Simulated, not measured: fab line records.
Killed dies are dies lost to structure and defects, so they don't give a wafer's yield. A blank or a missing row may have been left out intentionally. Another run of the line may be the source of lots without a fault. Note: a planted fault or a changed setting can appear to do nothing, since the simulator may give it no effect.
Struck lot and sound lot, side by side	flow rit_cmos	17 steps out of a route of 202
Sound: these wafers, L775.3, L775.4, L775.6. Wafers struck: L788.2, L788.3, L788.5. At the end, the cause is stated.
For every step that has rows: the tool of each side, followed by ch and its chambers, followed by its first start. Under that, the readings that differ: sound wafers	struck wafers	difference of the means	sigmas: that difference in standard deviations of wafers without a fault.
alike: readings with means less than 2 such deviations apart, plus words and numbers identical on both sides. not compared: withheld readings, readings lacking a value on some wafer, bounds such as >300 that could conceal the same value, and numbers that have no deviation in the record and whose values overlap.
Wherever a step has rows on one side only, a row that says differs or no value, or a row with sigmas, the two part there. Numbers that don't overlap but have no deviation are shown without sigmas and don't part them. A reading missing from all wafers of one side parts the sides only when that side holds two or more wafers.

first, 1 step without rows for these wafers: RIT_PSD_IMPLANT_08.
RIT_PSD_STRIP_09: strips in O2, time 180 s.
  sound on plasma_asher-02 ch 0,1, day 3 12:22; struck on plasma_asher-02 ch 0,1, day 6 03:23
  alike: drypump_motor_current_A
  not compared: rf_hours_counter_h
RIT_PSD_TW_MEAS_10:
  sound: film_metro-04 at day 3 12:30; struck: film_metro-04 at day 6 03:34
  alike: PSD_TW
then, 3 steps without rows for these wafers: RIT_SDANNEAL_CLEAN_00 (cleans in SC1, time 600 s); RIT_SDANNEAL_CLEAN_01 (cleans in dHF, time 30 s); RIT_SDANNEAL_CLEAN_02 (cleans in SC2, time 600 s).
RIT_SDANNEAL_RTA_03: time 5 s.
  sound on rtp_anneal-01 ch 0, day 3 12:56; struck on rtp_anneal-02 ch 0, day 6 04:00
  alike: ramp_up_c_per_s, wafer_temp_C_max
RIT_SDANNEAL_RS_MEAS_04: uses a four-point probe to measure.
  sound: film_metro-03 at day 3 13:01; struck: film_metro-04 at day 6 04:04
  alike: PSD_RS
RIT_SDANNEAL_RS_MEAS_05: uses a four-point probe to measure.
  sound: film_metro-03 at day 3 13:08; struck: film_metro-04 at day 6 04:11
reading	sound	struck	difference	sigmas
NSD_RS (ohm/sq)	85.1 85.1 85.2	84.3 84.3 84.5	-0.8	-2
RIT_SDANNEAL_RS_MEAS_06: uses a four-point probe to measure.
  sound: film_metro-03 at day 3 13:16; struck: film_metro-04 at day 6 04:19
  alike: PLDD_RS
RIT_SDANNEAL_RS_MEAS_07: uses a four-point probe to measure.
  sound: film_metro-03 at day 3 13:23; struck: film_metro-04 at day 6 04:26
  alike: NLDD_RS
then, 1 step without rows for these wafers: RIT_SILICIDE_WET_ETCH_00 (etches SiO2 in BOE, target depth 14 nm, time 15 s).
RIT_SILICIDE_SPUTTER_01: material Ti, target thk 30 nm, time 229.5 s.
  sound: pvd_sputter-01 at day 3 13:28; struck: pvd_sputter-01 at day 6 04:32
reading	sound	struck	difference	sigmas
cathode_dc_power_W (W)	349.93 350.04 349.90	519.29 519.31 519.42	+169.38	+99 or more
model.Ti_of_SILICIDE_SPUTTER_01.thk_nm (nm)	28.65 28.75 28.54	42.43 42.27 42.51	+13.76	
  alike: throttle_valve_pct
RIT_SILICIDE_RS_MEAS_02: uses a four-point probe to measure.
  sound: film_metro-03 at day 3 13:40; struck: film_metro-03 at day 6 04:43
reading	sound	struck	difference	sigmas
SILICIDE_TI_RS (ohm/sq)	50.7 50.4 51.0	31.2 31.3 31.1	-19.5	-34
RIT_SILICIDE_THK_MEAS_03: measures by xrf.
  sound: film_metro-03 at day 3 13:46; struck: film_metro-03 at day 6 04:49
reading	sound	struck	difference	sigmas
SILICIDE_TI_THK (nm)	28.10 28.21 28.03	41.81 41.55 41.75	+13.59	+52
RIT_SILICIDE_RTA_04: time 10 s, ramp up 5 s, ramp down 5 s.
  sound on rtp_anneal-02 ch 0, day 3 13:50; struck on rtp_anneal-01 ch 0, day 6 04:53
  alike: wafer_temp_C_max
RIT_M1_PROBE_99:
  sound: prober-01 at day 3 20:38; struck: prober-01 at day 6 12:40
reading	sound	struck	difference	sigmas
model.etest.npoly_line.line_ohm_um	164.5 162.1 167.9	142.5 140.4 142.9	-22.9	
model.etest.ppoly_line.line_ohm_um	155.2 158.1 156.8	137.9 136.2 137.7	-19.4	
model.etest.contact_pplus.end_ohm_um	42.17 42.61 41.2	68.64 66.18 67.3	+25.38	
model.etest.contact_nplus.end_ohm_um	40.8 39.8 39.58	58.87 56.32 57.64	+17.55	
model.etest.ppoly_line.width_nm (nm)	107.6 108.7 106.8	97.88 98.93 97.83	-9.49	
model.etest.npoly_line.width_nm (nm)	106.4 107.4 105.7	97.39 98.54 97.11	-8.82	
  alike: killed_at_contacts, killed_at_front_end, killed_dies, killed_open, killed_short
  not compared: model.etest.nmos_0p3.r_on_ohm_um, model.etest.nmos_0p15.r_on_ohm_um

WHERE THEY PART
At RIT_SDANNEAL_RS_MEAS_05 first; at RIT_SILICIDE_THK_MEAS_03 last (within this record only). Later steps at which nothing parts them and some readings are alike: RIT_SILICIDE_RTA_04, RIT_M1_PROBE_99.

WHY: what the simulator had put in
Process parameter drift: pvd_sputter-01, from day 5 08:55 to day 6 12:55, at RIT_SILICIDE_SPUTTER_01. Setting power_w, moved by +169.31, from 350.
